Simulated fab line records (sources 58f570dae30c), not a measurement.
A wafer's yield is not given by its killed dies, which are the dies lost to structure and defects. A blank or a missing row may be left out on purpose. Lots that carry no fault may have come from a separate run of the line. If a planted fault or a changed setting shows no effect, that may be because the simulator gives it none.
fab line records || flow berkeley-cmos170
[record] {"lots": 6, "wafers": 18, "last-day": 13}
route steps=331 shown CONTACT@216
lots that met no fault: from a run of the same line without faults
start-h: hours from the record's opening day to when the first of the lot's shown wafers began || wait-h: hours from the lot's prior step to this one || " unchanged from the row above || L1.1+2: several wafers, shown together as one row || - no value, or no start was given || * or withheld: withheld || < > ~ a bound
route shown NAME@n: NAME is a module with steps in the file, n the number in the route of the first one || usual: the fault-free wafers' mean and standard deviation || same: alike in all rows || chamber/n: place in a boat || sites: each site's reading || _std_site: how widely they spread, as a standard deviation || _edge_site: inner sites' mean taken away from outer sites' mean || radius-mm: for every site, how far away it sits from the centre of the wafer || mask NAME#n: copy n || behind: the tool/chamber that last shaped the wafer || hold: why the lot went on hold/how many hours it stayed there/how the hold came to an end || device: transistor that didn't switch, given as n, p or np || end of line: the tests these same wafers got at the end of their route || a step without rows: its recipe alone || killed: dies lost to structure and defects at the first sort, not the wafer's yield || map: dies across one wafer; x = killed, . = not, _ = none there
set.NAME: the setting that was run; set.NAME@STEP: the one run at that earlier step || model.NAME: the simulator's own value behind a step, which no gauge read
lots seen at some steps along the route; tables by step, rows by wafer
services: the hour from which a tool's chamber was out of use, counted from the record's first day as start-h (under 0 if before that day), plus the number of hours and why
[[steps]]
[step UCB170_CONTACT_CLEAN_00]
[recipe] {"chemistry": "SPM", "temp-c": 120, "time-s": 600}
[step UCB170_CONTACT_CVD_01]
[recipe] {"material": "PSG", "target-thk-nm": 700, "temp-c": 450, "precursor": "SiH4/O2/PH3", "time-s": 2754, "pressure-mtorr": 300, "sih4-flow-sccm": 60, "o2-flow-sccm": 90, "ph3-flow-sccm": 25}
[step UCB170_CONTACT_THK_MEAS_02]
[recipe] {"reads": "PSG_of_CONTACT_CVD_01"}
[usual] {"CONTACT_PSG_THK": "683/7.8"}
{"lot.wafer": "L858.2", "tool": "film-metro-04", "chamber": "-", "start-h": 195.77, "wait-h": 0.0, "CONTACT_PSG_THK[nm]": 680}
{"lot.wafer": "L858.4", "tool": "film-metro-04", "chamber": "-", "start-h": 195.77, "wait-h": 0.0, "CONTACT_PSG_THK[nm]": 683}
{"lot.wafer": "L858.6", "tool": "film-metro-04", "chamber": "-", "start-h": 195.77, "wait-h": 0.0, "CONTACT_PSG_THK[nm]": 678}
{"lot.wafer": "L867.2", "tool": "film-metro-03", "chamber": "-", "start-h": 237.72, "wait-h": 0.1, "CONTACT_PSG_THK[nm]": 694}
{"lot.wafer": "L867.3", "tool": "film-metro-03", "chamber": "-", "start-h": 237.72, "wait-h": 0.1, "CONTACT_PSG_THK[nm]": 690}
{"lot.wafer": "L867.5", "tool": "film-metro-03", "chamber": "-", "start-h": 237.72, "wait-h": 0.1, "CONTACT_PSG_THK[nm]": 690}
{"lot.wafer": "L871.2", "tool": "film-metro-03", "chamber": "-", "start-h": 264.45, "wait-h": 0.0, "CONTACT_PSG_THK[nm]": 697}
{"lot.wafer": "L871.3", "tool": "film-metro-03", "chamber": "-", "start-h": 264.45, "wait-h": 0.0, "CONTACT_PSG_THK[nm]": 693}
{"lot.wafer": "L871.5", "tool": "film-metro-03", "chamber": "-", "start-h": 264.45, "wait-h": 0.0, "CONTACT_PSG_THK[nm]": 695}
{"lot.wafer": "L873.2", "tool": "film-metro-04", "chamber": "-", "start-h": 264.45, "wait-h": 0.0, "CONTACT_PSG_THK[nm]": 694}
{"lot.wafer": "L873.5", "tool": "film-metro-04", "chamber": "-", "start-h": 264.45, "wait-h": 0.0, "CONTACT_PSG_THK[nm]": 694}
{"lot.wafer": "L873.6", "tool": "film-metro-04", "chamber": "-", "start-h": 264.45, "wait-h": 0.0, "CONTACT_PSG_THK[nm]": 698}
{"lot.wafer": "L874.3", "tool": "film-metro-04", "chamber": "-", "start-h": 275.14, "wait-h": 0.0, "CONTACT_PSG_THK[nm]": 680}
{"lot.wafer": "L874.5", "tool": "film-metro-04", "chamber": "-", "start-h": 275.14, "wait-h": 0.0, "CONTACT_PSG_THK[nm]": 680}
{"lot.wafer": "L874.6", "tool": "film-metro-04", "chamber": "-", "start-h": 275.14, "wait-h": 0.0, "CONTACT_PSG_THK[nm]": 670}
{"lot.wafer": "L877.1", "tool": "film-metro-04", "chamber": "-", "start-h": 287.28, "wait-h": 0.0, "CONTACT_PSG_THK[nm]": 680}
{"lot.wafer": "L877.2", "tool": "film-metro-04", "chamber": "-", "start-h": 287.28, "wait-h": 0.0, "CONTACT_PSG_THK[nm]": 681}
{"lot.wafer": "L877.3", "tool": "film-metro-04", "chamber": "-", "start-h": 287.28, "wait-h": 0.0, "CONTACT_PSG_THK[nm]": 681}
[step UCB170_CONTACT_HMDS_03]
[recipe] {"prime-time-s": 60, "prime-temp-c": 100}
[step UCB170_CONTACT_COAT_04]
[recipe] {"resist": "KrF", "spin-rpm": 1500, "resist-thk-nm": 900}
[step UCB170_CONTACT_SOFTBAKE_05]
[recipe] {"resist": "KrF", "temp-c": 130, "time-s": 60}
[step UCB170_CONTACT_STRIP_06]
[recipe] {"chemistry": "O2", "power-w": 400, "pressure-mtorr": 3500, "platen-temp-c": "withheld", "o2-flow-sccm": 400, "overash-fraction": 0.5}
[usual] {"drypump-motor-current-A": "5.8/0.31", "oes-product-au": "0.734/0.0045", "strip-time-to-endpoint-s": "22.01/0.069"}
{"lot.wafer": "L858.2", "tool": "plasma-asher-04", "chamber": 1, "start-h": 196.27, "wait-h": 0.1, "drypump-motor-current-A": 5.9, "oes-product-au": 0.740, "rf-hours-counter-h": 44, "strip-time-to-endpoint-s": 22.08}
{"lot.wafer": "L858.4", "tool": "plasma-asher-04", "chamber": 1, "start-h": 196.27, "wait-h": 0.1, "drypump-motor-current-A": 6.0, "oes-product-au": 0.736, "rf-hours-counter-h": "-", "strip-time-to-endpoint-s": 22.08}
{"lot.wafer": "L858.6", "tool": "plasma-asher-04", "chamber": 0, "start-h": 196.27, "wait-h": 0.1, "drypump-motor-current-A": 6.3, "oes-product-au": 0.735, "rf-hours-counter-h": "-", "strip-time-to-endpoint-s": 22.06}
{"lot.wafer": "L867.2", "tool": "plasma-asher-03", "chamber": 0, "start-h": 238.61, "wait-h": 0.1, "drypump-motor-current-A": 5.8, "oes-product-au": 0.729, "rf-hours-counter-h": 54, "strip-time-to-endpoint-s": 21.96}
{"lot.wafer": "L867.3", "tool": "plasma-asher-03", "chamber": 0, "start-h": 238.61, "wait-h": 0.1, "drypump-motor-current-A": 5.8, "oes-product-au": 0.742, "rf-hours-counter-h": "-", "strip-time-to-endpoint-s": 21.95}
{"lot.wafer": "L867.5", "tool": "plasma-asher-03", "chamber": 1, "start-h": 238.61, "wait-h": 0.1, "drypump-motor-current-A": 5.6, "oes-product-au": 0.736, "rf-hours-counter-h": "-", "strip-time-to-endpoint-s": 21.94}
{"lot.wafer": "L873.2", "tool": "plasma-asher-04", "chamber": 0, "start-h": 264.95, "wait-h": 0.1, "drypump-motor-current-A": 6.3, "oes-product-au": 0.736, "rf-hours-counter-h": 52, "strip-time-to-endpoint-s": 21.93}
{"lot.wafer": "L873.5", "tool": "plasma-asher-04", "chamber": 1, "start-h": 264.95, "wait-h": 0.1, "drypump-motor-current-A": 5.9, "oes-product-au": 0.743, "rf-hours-counter-h": "-", "strip-time-to-endpoint-s": 21.94}
{"lot.wafer": "L873.6", "tool": "plasma-asher-04", "chamber": 0, "start-h": 264.95, "wait-h": 0.1, "drypump-motor-current-A": 6.3, "oes-product-au": 0.729, "rf-hours-counter-h": "-", "strip-time-to-endpoint-s": 21.93}
{"lot.wafer": "L871.2", "tool": "plasma-asher-04", "chamber": 1, "start-h": 265.26, "wait-h": 0.1, "drypump-motor-current-A": 5.9, "oes-product-au": 0.738, "rf-hours-counter-h": 52, "strip-time-to-endpoint-s": 22.00}
{"lot.wafer": "L871.3", "tool": "plasma-asher-04", "chamber": 1, "start-h": 265.26, "wait-h": 0.1, "drypump-motor-current-A": 5.9, "oes-product-au": 0.743, "rf-hours-counter-h": "-", "strip-time-to-endpoint-s": 21.97}
{"lot.wafer": "L871.5", "tool": "plasma-asher-04", "chamber": 1, "start-h": 265.26, "wait-h": 0.1, "drypump-motor-current-A": 5.9, "oes-product-au": 0.733, "rf-hours-counter-h": "-", "strip-time-to-endpoint-s": 21.99}
{"lot.wafer": "L874.3", "tool": "plasma-asher-02", "chamber": 0, "start-h": 275.91, "wait-h": 0.1, "drypump-motor-current-A": 5.8, "oes-product-au": 0.731, "rf-hours-counter-h": "-", "strip-time-to-endpoint-s": 21.96}
{"lot.wafer": "L874.5", "tool": "plasma-asher-02", "chamber": 0, "start-h": 275.91, "wait-h": 0.1, "drypump-motor-current-A": 5.8, "oes-product-au": 0.731, "rf-hours-counter-h": "-", "strip-time-to-endpoint-s": 21.99}
{"lot.wafer": "L874.6", "tool": "plasma-asher-02", "chamber": 1, "start-h": 275.91, "wait-h": 0.1, "drypump-motor-current-A": 5.3, "oes-product-au": 0.732, "rf-hours-counter-h": "-", "strip-time-to-endpoint-s": 21.98}
{"lot.wafer": "L877.1", "tool": "plasma-asher-03", "chamber": 0, "start-h": 287.79, "wait-h": 0.1, "drypump-motor-current-A": 5.8, "oes-product-au": 0.729, "rf-hours-counter-h": 60, "strip-time-to-endpoint-s": 22.00}
{"lot.wafer": "L877.2", "tool": "plasma-asher-03", "chamber": 1, "start-h": 287.79, "wait-h": 0.1, "drypump-motor-current-A": 5.5, "oes-product-au": 0.728, "rf-hours-counter-h": 60, "strip-time-to-endpoint-s": 21.96}
{"lot.wafer": "L877.3", "tool": "plasma-asher-03", "chamber": 1, "start-h": 287.79, "wait-h": 0.1, "drypump-motor-current-A": 5.5, "oes-product-au": 0.734, "rf-hours-counter-h": "-", "strip-time-to-endpoint-s": 21.93}
[step UCB170_CONTACT_CLEAN_07]
[recipe] {"chemistry": "SPM", "temp-c": 120, "time-s": 600}
[step UCB170_CONTACT_RTA_08]
[recipe] {"temp-c": 900, "time-s": 10, "ambient": "N2"}
[usual] {"lamp-power-pct": "27.7/2.4", "wafer_temp_C_max": "905.4/1.9"}
{"lot.wafer": "L858.2", "tool": "rtp-anneal-02", "chamber": 0, "start-h": 196.55, "wait-h": 0.0, "lamp-power-pct": 30.3, "wafer_temp_C_max": 903.4}
{"lot.wafer": "L858.4", "tool": "rtp-anneal-02", "chamber": 0, "start-h": 196.55, "wait-h": 0.0, "lamp-power-pct": 30.4, "wafer_temp_C_max": 903.7}
{"lot.wafer": "L858.6", "tool": "rtp-anneal-02", "chamber": 0, "start-h": 196.55, "wait-h": 0.0, "lamp-power-pct": 30.4, "wafer_temp_C_max": 904.1}
{"lot.wafer": "L867.2", "tool": "rtp-anneal-02", "chamber": 0, "start-h": 238.90, "wait-h": 0.0, "lamp-power-pct": 30.4, "wafer_temp_C_max": 904.9}
{"lot.wafer": "L867.3", "tool": "rtp-anneal-02", "chamber": 0, "start-h": 238.90, "wait-h": 0.0, "lamp-power-pct": 30.4, "wafer_temp_C_max": 904.5}
{"lot.wafer": "L867.5", "tool": "rtp-anneal-02", "chamber": 0, "start-h": 238.90, "wait-h": 0.0, "lamp-power-pct": 30.4, "wafer_temp_C_max": 904.2}
{"lot.wafer": "L873.2", "tool": "rtp-anneal-02", "chamber": 0, "start-h": 265.24, "wait-h": 0.0, "lamp-power-pct": 30.4, "wafer_temp_C_max": 904.4}
{"lot.wafer": "L873.5", "tool": "rtp-anneal-02", "chamber": 0, "start-h": 265.24, "wait-h": 0.0, "lamp-power-pct": 30.4, "wafer_temp_C_max": 903.6}
{"lot.wafer": "L873.6", "tool": "rtp-anneal-02", "chamber": 0, "start-h": 265.24, "wait-h": 0.0, "lamp-power-pct": 30.4, "wafer_temp_C_max": 904.2}
{"lot.wafer": "L871.2", "tool": "rtp-anneal-01", "chamber": 0, "start-h": 265.54, "wait-h": 0.0, "lamp-power-pct": 25.5, "wafer_temp_C_max": 906.5}
{"lot.wafer": "L871.3", "tool": "rtp-anneal-01", "chamber": 0, "start-h": 265.54, "wait-h": 0.0, "lamp-power-pct": 25.5, "wafer_temp_C_max": 906.2}
{"lot.wafer": "L871.5", "tool": "rtp-anneal-01", "chamber": 0, "start-h": 265.54, "wait-h": 0.0, "lamp-power-pct": 25.5, "wafer_temp_C_max": 906.1}
{"lot.wafer": "L874.3", "tool": "rtp-anneal-02", "chamber": 0, "start-h": 277.90, "wait-h": 0.0, "lamp-power-pct": 30.4, "wafer_temp_C_max": 902.8}
{"lot.wafer": "L874.5", "tool": "rtp-anneal-02", "chamber": 0, "start-h": 277.90, "wait-h": 0.0, "lamp-power-pct": 30.4, "wafer_temp_C_max": 903.4}
{"lot.wafer": "L874.6", "tool": "rtp-anneal-02", "chamber": 0, "start-h": 277.90, "wait-h": 0.0, "lamp-power-pct": 30.4, "wafer_temp_C_max": 903.0}
{"lot.wafer": "L877.1", "tool": "rtp-anneal-02", "chamber": 0, "start-h": 288.08, "wait-h": 0.0, "lamp-power-pct": 30.4, "wafer_temp_C_max": 903.9}
{"lot.wafer": "L877.2", "tool": "rtp-anneal-02", "chamber": 0, "start-h": 288.08, "wait-h": 0.0, "lamp-power-pct": 30.4, "wafer_temp_C_max": 905.1}
{"lot.wafer": "L877.3", "tool": "rtp-anneal-02", "chamber": 0, "start-h": 288.08, "wait-h": 0.0, "lamp-power-pct": 30.4, "wafer_temp_C_max": 904.3}
[step UCB170_CONTACT_COAT_09]
[recipe] {"resist": "BARC", "temp-c": "withheld", "time-s": "withheld", "spin-rpm": 3000, "resist-thk-nm": "withheld"}
[step UCB170_CONTACT_COAT_10]
[recipe] {"resist": "KrF", "spin-rpm": 1500, "resist-thk-nm": 900}
[step UCB170_CONTACT_SOFTBAKE_11]
[recipe] {"resist": "KrF", "temp-c": 130, "time-s": 60}
[step UCB170_CONTACT_EXPOSE_12]
[recipe] {"mask-id": "CONT", "target-cd-nm": 700, "na": 0.5, "sigma-outer": 0.6, "source-shape": "conventional", "dose-mj": 35}
[usual] {"exposure-dose-mJ-cm2": "34.99/0.041", "focus-offset-nm": "0.0/0.5", "na": "0.5/0"}
{"lot.wafer": "L858.2", "tool": "krf-scanner-02", "chamber": 0, "start-h": 197.38, "wait-h": "-", "mask": "CONT#0", "exposure-dose-mJ-cm2": 35.02, "focus-offset-nm": -0.4, "na": 0.5}
{"lot.wafer": "L858.4", "tool": "krf-scanner-02", "chamber": 0, "start-h": 197.38, "wait-h": "-", "mask": "CONT#0", "exposure-dose-mJ-cm2": 35.02, "focus-offset-nm": -0.1, "na": 0.5}
{"lot.wafer": "L858.6", "tool": "krf-scanner-02", "chamber": 0, "start-h": 197.38, "wait-h": "-", "mask": "CONT#0", "exposure-dose-mJ-cm2": 35.00, "focus-offset-nm": 0.0, "na": 0.5}
{"lot.wafer": "L867.2", "tool": "krf-scanner-01", "chamber": "-", "start-h": 240.03, "wait-h": "-", "mask": "CONT#0", "exposure-dose-mJ-cm2": "-", "focus-offset-nm": "-", "na": "-"}
{"lot.wafer": "L867.3", "tool": "krf-scanner-01", "chamber": "-", "start-h": 240.03, "wait-h": "-", "mask": "CONT#0", "exposure-dose-mJ-cm2": "-", "focus-offset-nm": "-", "na": "-"}
{"lot.wafer": "L867.5", "tool": "krf-scanner-01", "chamber": "-", "start-h": 240.03, "wait-h": "-", "mask": "CONT#0", "exposure-dose-mJ-cm2": "-", "focus-offset-nm": "-", "na": "-"}
{"lot.wafer": "L873.2", "tool": "krf-scanner-01", "chamber": 0, "start-h": 265.89, "wait-h": "-", "mask": "CONT#0", "exposure-dose-mJ-cm2": 34.94, "focus-offset-nm": 0.4, "na": 0.5}
{"lot.wafer": "L873.5", "tool": "krf-scanner-01", "chamber": 0, "start-h": 265.89, "wait-h": "-", "mask": "CONT#0", "exposure-dose-mJ-cm2": 34.99, "focus-offset-nm": -0.8, "na": 0.5}
{"lot.wafer": "L873.6", "tool": "krf-scanner-01", "chamber": 0, "start-h": 265.89, "wait-h": "-", "mask": "CONT#0", "exposure-dose-mJ-cm2": 34.94, "focus-offset-nm": 0.0, "na": 0.5}
{"lot.wafer": "L871.2", "tool": "krf-scanner-02", "chamber": "-", "start-h": 266.19, "wait-h": "-", "mask": "CONT#0", "exposure-dose-mJ-cm2": "-", "focus-offset-nm": "-", "na": "-"}
{"lot.wafer": "L871.3", "tool": "krf-scanner-02", "chamber": "-", "start-h": 266.19, "wait-h": "-", "mask": "CONT#0", "exposure-dose-mJ-cm2": "-", "focus-offset-nm": "-", "na": "-"}
{"lot.wafer": "L871.5", "tool": "krf-scanner-02", "chamber": "-", "start-h": 266.19, "wait-h": "-", "mask": "CONT#0", "exposure-dose-mJ-cm2": "-", "focus-offset-nm": "-", "na": "-"}
{"lot.wafer": "L874.3", "tool": "krf-scanner-01", "chamber": 0, "start-h": 278.56, "wait-h": "-", "mask": "CONT#0", "exposure-dose-mJ-cm2": 34.85, "focus-offset-nm": 0.8, "na": 0.5}
{"lot.wafer": "L874.5", "tool": "krf-scanner-01", "chamber": 0, "start-h": 278.56, "wait-h": "-", "mask": "CONT#0", "exposure-dose-mJ-cm2": 34.92, "focus-offset-nm": 1.2, "na": 0.5}
{"lot.wafer": "L874.6", "tool": "krf-scanner-01", "chamber": 0, "start-h": 278.56, "wait-h": "-", "mask": "CONT#0", "exposure-dose-mJ-cm2": 34.92, "focus-offset-nm": 0.5, "na": 0.5}
{"lot.wafer": "L877.1", "tool": "krf-scanner-01", "chamber": 0, "start-h": 288.88, "wait-h": "-", "mask": "CONT#0", "exposure-dose-mJ-cm2": 34.98, "focus-offset-nm": -0.3, "na": 0.5}
{"lot.wafer": "L877.2", "tool": "krf-scanner-01", "chamber": 0, "start-h": 288.88, "wait-h": "-", "mask": "CONT#0", "exposure-dose-mJ-cm2": 35.02, "focus-offset-nm": 0.0, "na": 0.5}
{"lot.wafer": "L877.3", "tool": "krf-scanner-01", "chamber": 0, "start-h": 288.88, "wait-h": "-", "mask": "CONT#0", "exposure-dose-mJ-cm2": 34.95, "focus-offset-nm": 0.4, "na": 0.5}
[step UCB170_CONTACT_PEB_13]
[recipe] {"peb-temp-c": 130, "peb-time-s": "withheld", "resist": "KrF"}
[[services]]
{"tool": "rtp-anneal-02", "chamber": "-", "start-h": 184.02, "hours": 5.5, "kind": "pm"}
{"tool": "rtp-anneal-01", "chamber": "-", "start-h": 210.65, "hours": 5.3, "kind": "pm"}
{"tool": "krf-scanner-02", "chamber": "-", "start-h": 238.67, "hours": 1.3, "kind": "pm"}
{"tool": "krf-scanner-01", "chamber": "-", "start-h": 242.85, "hours": 1.0, "kind": "pm"}
{"tool": "plasma-asher-04", "chamber": "-", "start-h": 258.23, "hours": 6.5, "kind": "repair"}
{"tool": "krf-scanner-01", "chamber": 0, "start-h": 260.12, "hours": "-", "kind": "calibration"}
{"tool": "plasma-asher-02", "chamber": "-", "start-h": 260.85, "hours": 8.1, "kind": "repair"}
{"tool": "krf-scanner-02", "chamber": 0, "start-h": 271.81, "hours": "-", "kind": "calibration"}
{"tool": "krf-scanner-01", "chamber": "-", "start-h": 280.97, "hours": 1.3, "kind": "pm"}
{"tool": "krf-scanner-02", "chamber": "-", "start-h": 286.45, "hours": 0.8, "kind": "pm"}
{"tool": "krf-scanner-02", "chamber": "-", "start-h": 287.52, "hours": 0.4, "kind": "repair"}
[[key]]
[first-sign] {"step": "UCB170_CONTACT_EXPOSE_12", "reading": "tool-record", "direction": "missing"}
effect none on later readings
met-at UCB170_CONTACT_EXPOSE_12
struck-wafers L867.2,L867.3,L867.5,L871.2,L871.3,L871.5
later-rows-left-out L867.2,L867.3,L867.5,L871.2,L871.3,L871.5
sort-left-out L867.2,L867.3,L867.5,L871.2,L871.3,L871.5
tester-left-out L867,L871
onset-between 197.38 240.03
[fault] {"kind": "skipped-step-whole", "tool": "krf-scanner-01,krf-scanner-02", "chamber": "-", "onset-h": 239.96, "steps": "UCB170_CONTACT_EXPOSE_12", "scope": "struck-lots-only"}
// tester-left-out: of these lots the tester's yield and bins aren't shown, on N5 and GAA mostly nor the transistor test; their killed dies are dies lost to structure and defects alone, not to doping, threshold or leakage, so they don't give the yield
// sort-left-out: the simulated sort isn't trusted on such a fault, so these wafers' sort isn't shown, and their yield isn't known
// later-rows-left-out: the simulator's readings of these wafers behind a module that went badly wrong aren't trusted and aren't shown, but for the sort
